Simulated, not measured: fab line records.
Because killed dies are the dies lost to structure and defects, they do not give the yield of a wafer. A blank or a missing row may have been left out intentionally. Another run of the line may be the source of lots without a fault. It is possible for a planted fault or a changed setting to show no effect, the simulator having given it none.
Which tool is to blame? || flow berkeleyCmos170 || Sampling: 15 lots, 45 wafers, 2 of 331 route steps

WHAT EACH GAUGE READ, for each wafer
UCB170_PWELL_THK_MEAS_06.
{"lot": "L527", "measured": "day 3 06:19", "on": "filmMetro-03", "PWELL_NITRIDE_THK (nm)": "221.5 221.0 219.4"}
{"lot": "L528", "measured": "day 3 18:41", "on": "filmMetro-01", "PWELL_NITRIDE_THK (nm)": "220.7 219.9 221.6"}
{"lot": "L530", "measured": "day 4 01:53", "on": "filmMetro-03", "PWELL_NITRIDE_THK (nm)": "223.3 223.7 222.6"}
{"lot": "L531", "measured": "day 4 07:05", "on": "filmMetro-01", "PWELL_NITRIDE_THK (nm)": "221.2 221.2 221.3"}
{"lot": "L532", "measured": "day 4 12:02", "on": "filmMetro-03", "PWELL_NITRIDE_THK (nm)": "221.8 224.2 222.7"}
{"lot": "L533", "measured": "day 4 21:14", "on": "filmMetro-03", "PWELL_NITRIDE_THK (nm)": "223.2 222.1 222.9"}
{"lot": "L536", "measured": "day 5 07:13", "on": "filmMetro-04", "PWELL_NITRIDE_THK (nm)": "221.6 221.4 223.8"}
{"lot": "L538", "measured": "day 5 17:14", "on": "filmMetro-01", "PWELL_NITRIDE_THK (nm)": "222.6 221.6 224.0"}
{"lot": "L539", "measured": "day 5 17:14", "on": "filmMetro-03", "PWELL_NITRIDE_THK (nm)": "221.1 220.5 221.2"}
{"lot": "L540", "measured": "day 6 05:09", "on": "filmMetro-03", "PWELL_NITRIDE_THK (nm)": "224.5 224.1 223.3"}
{"lot": "L541", "measured": "day 6 05:09", "on": "filmMetro-01", "PWELL_NITRIDE_THK (nm)": "224.9 224.1 222.2"}
{"lot": "L542", "measured": "day 6 11:49", "on": "filmMetro-04", "PWELL_NITRIDE_THK (nm)": "215.9 215.3 215.9"}
{"lot": "L543", "measured": "day 6 18:04", "on": "filmMetro-04", "PWELL_NITRIDE_THK (nm)": "209.6 209.9 208.6"}
{"lot": "L544", "measured": "day 6 18:04", "on": "filmMetro-01", "PWELL_NITRIDE_THK (nm)": "209.6 209.8 211.5"}
{"lot": "L545", "measured": "day 7 11:08", "on": "filmMetro-01", "PWELL_NITRIDE_THK (nm)": "226.2 224.7 224.2"}

EACH LOT AND THE TOOL THAT RAN IT (in order: tool; ch and the chambers of the sampled wafers; start)
{"lot": "L527", "UCB170_PWELL_CVD_05": "lpcvd-02 ch 1, day 3 04:23"}
{"lot": "L528", "UCB170_PWELL_CVD_05": "lpcvd-01 ch 0, day 3 15:49"}
{"lot": "L530", "UCB170_PWELL_CVD_05": "lpcvd-01 ch 1, day 3 23:56"}
{"lot": "L531", "UCB170_PWELL_CVD_05": "lpcvd-02 ch 1, day 4 05:09"}
{"lot": "L532", "UCB170_PWELL_CVD_05": "lpcvd-01 ch 1, day 4 10:06"}
{"lot": "L533", "UCB170_PWELL_CVD_05": "lpcvd-02 ch 0, day 4 19:19"}
{"lot": "L536", "UCB170_PWELL_CVD_05": "lpcvd-02 ch 0, day 5 05:17"}
{"lot": "L538", "UCB170_PWELL_CVD_05": "lpcvd-02 ch 1, day 5 15:19"}
{"lot": "L539", "UCB170_PWELL_CVD_05": "lpcvd-02 ch 1, day 5 15:19"}
{"lot": "L540", "UCB170_PWELL_CVD_05": "lpcvd-01 ch 0, day 6 03:14"}
{"lot": "L541", "UCB170_PWELL_CVD_05": "lpcvd-01 ch 1, day 6 03:14"}
{"lot": "L542", "UCB170_PWELL_CVD_05": "lpcvd-01 ch 1, day 6 09:54"}
{"lot": "L543", "UCB170_PWELL_CVD_05": "lpcvd-01 ch 0, day 6 16:08"}
{"lot": "L544", "UCB170_PWELL_CVD_05": "lpcvd-01 ch 0, day 6 16:08"}
{"lot": "L545", "UCB170_PWELL_CVD_05": "lpcvd-02 ch 0, day 7 09:12"}
- UCB170_PWELL_CVD_05: deposits Si3N4 from SiH2Cl2/NH3, target thk 220 nm, time 3300 s.

WHAT THE TOOLS THEMSELVES READ (means of the sampled wafers that have a number; where no wafer has one, the mark that the record gives instead)
UCB170_PWELL_CVD_05.
{"lot": "L527", "tool": "lpcvd-02", "nh3FlowSccm (sccm)": 75.02, "sih2cl2FlowSccm (sccm)": 24.95, "spikeTcCentreC (C)": 801.9}
{"lot": "L528", "tool": "lpcvd-01", "nh3FlowSccm (sccm)": 75.29, "sih2cl2FlowSccm (sccm)": 25.07, "spikeTcCentreC (C)": 804.9}
{"lot": "L530", "tool": "lpcvd-01", "nh3FlowSccm (sccm)": 75.16, "sih2cl2FlowSccm (sccm)": 25.05, "spikeTcCentreC (C)": 801.5}
{"lot": "L531", "tool": "lpcvd-02", "nh3FlowSccm (sccm)": 75.14, "sih2cl2FlowSccm (sccm)": 24.98, "spikeTcCentreC (C)": 802.6}
{"lot": "L532", "tool": "lpcvd-01", "nh3FlowSccm (sccm)": 74.93, "sih2cl2FlowSccm (sccm)": 24.97, "spikeTcCentreC (C)": 801.6}
{"lot": "L533", "tool": "lpcvd-02", "nh3FlowSccm (sccm)": 75.00, "sih2cl2FlowSccm (sccm)": 25.03, "spikeTcCentreC (C)": 803.6}
{"lot": "L536", "tool": "lpcvd-02", "nh3FlowSccm (sccm)": 74.63, "sih2cl2FlowSccm (sccm)": 24.97, "spikeTcCentreC (C)": 802.8}
{"lot": "L538", "tool": "lpcvd-02", "nh3FlowSccm (sccm)": 74.96, "sih2cl2FlowSccm (sccm)": 25.01, "spikeTcCentreC (C)": 802.2}
{"lot": "L539", "tool": "lpcvd-02", "nh3FlowSccm (sccm)": 75.10, "sih2cl2FlowSccm (sccm)": 25.02, "spikeTcCentreC (C)": 804.0}
{"lot": "L540", "tool": "lpcvd-01", "nh3FlowSccm (sccm)": 74.76, "sih2cl2FlowSccm (sccm)": 25.05, "spikeTcCentreC (C)": 803.6}
{"lot": "L541", "tool": "lpcvd-01", "nh3FlowSccm (sccm)": 75.20, "sih2cl2FlowSccm (sccm)": 25.00, "spikeTcCentreC (C)": 801.9}
{"lot": "L542", "tool": "lpcvd-01", "nh3FlowSccm (sccm)": 74.92, "sih2cl2FlowSccm (sccm)": 20.02, "spikeTcCentreC (C)": 801.4}
{"lot": "L543", "tool": "lpcvd-01", "nh3FlowSccm (sccm)": 74.85, "sih2cl2FlowSccm (sccm)": 19.97, "spikeTcCentreC (C)": 804.2}
{"lot": "L544", "tool": "lpcvd-01", "nh3FlowSccm (sccm)": 75.07, "sih2cl2FlowSccm (sccm)": 20.05, "spikeTcCentreC (C)": 804.1}
{"lot": "L545", "tool": "lpcvd-02", "nh3FlowSccm (sccm)": 75.25, "sih2cl2FlowSccm (sccm)": 25.06, "spikeTcCentreC (C)": 802.5}

THE ANSWER, worked out from the rows above alone
Rule: the lots themselves supply what counts as usual. The widest of any qualifying gaps counts: lots, ordered by their means at a reading, are off when they make up no more than a third of the lots, leave a main group of 4 or more, and stand apart from it by 3 or more times the standard deviation of that group's means. Not used: any main group whose means are identical at the precision the tables above print for the reading. A lot without any number at a reading at which 4 lots or more have one is off too. Where the step has rows for the other lots, those lots are counted as sound. Order of review: gauges by route order, followed by the tools' own readings, for which a lot's mean as printed above is used. The first step at which some lot is off is used, and at that step the reading that is off furthest; a lot without a number counts as furthest.
Off: at UCB170_PWELL_THK_MEAS_06 (PWELL_NITRIDE_THK), L542, L543, L544. Mean 222.5 nm and standard deviation 1.3 in the main group.
A tool fits if, at a process step before that reading, it ran every lot that is off, and no sound lot after the first of them. The gauges at UCB170_PWELL_THK_MEAS_06 aren't tried: what is off there is off at UCB170_PWELL_CVD_05 too, on other tools, and a gauge's error can't cause that. One candidate fits, namely lpcvd-01 at UCB170_PWELL_CVD_05. A fault onset in the window from L540 (day 6 03:14, its last sound lot) to L542 (day 6 09:54, its first lot off) fits.
The tool's own readings at UCB170_PWELL_CVD_05 bear it out: on the lots that are off they differ by more than 5 times the standard deviation of the sound lots' means. sih2cl2FlowSccm reads 20.01 sccm there against 25.01 sccm on the sound lots.

WHAT HAD BEEN PUT IN BY THE SIMULATOR
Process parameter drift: lpcvd-01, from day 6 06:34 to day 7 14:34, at UCB170_PWELL_CVD_05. A move of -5 in setting sih2cl2FlowSccm, from 25. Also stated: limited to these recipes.
Struck lots among those shown: L542, L544, L543. The rule given above showed the same thing.
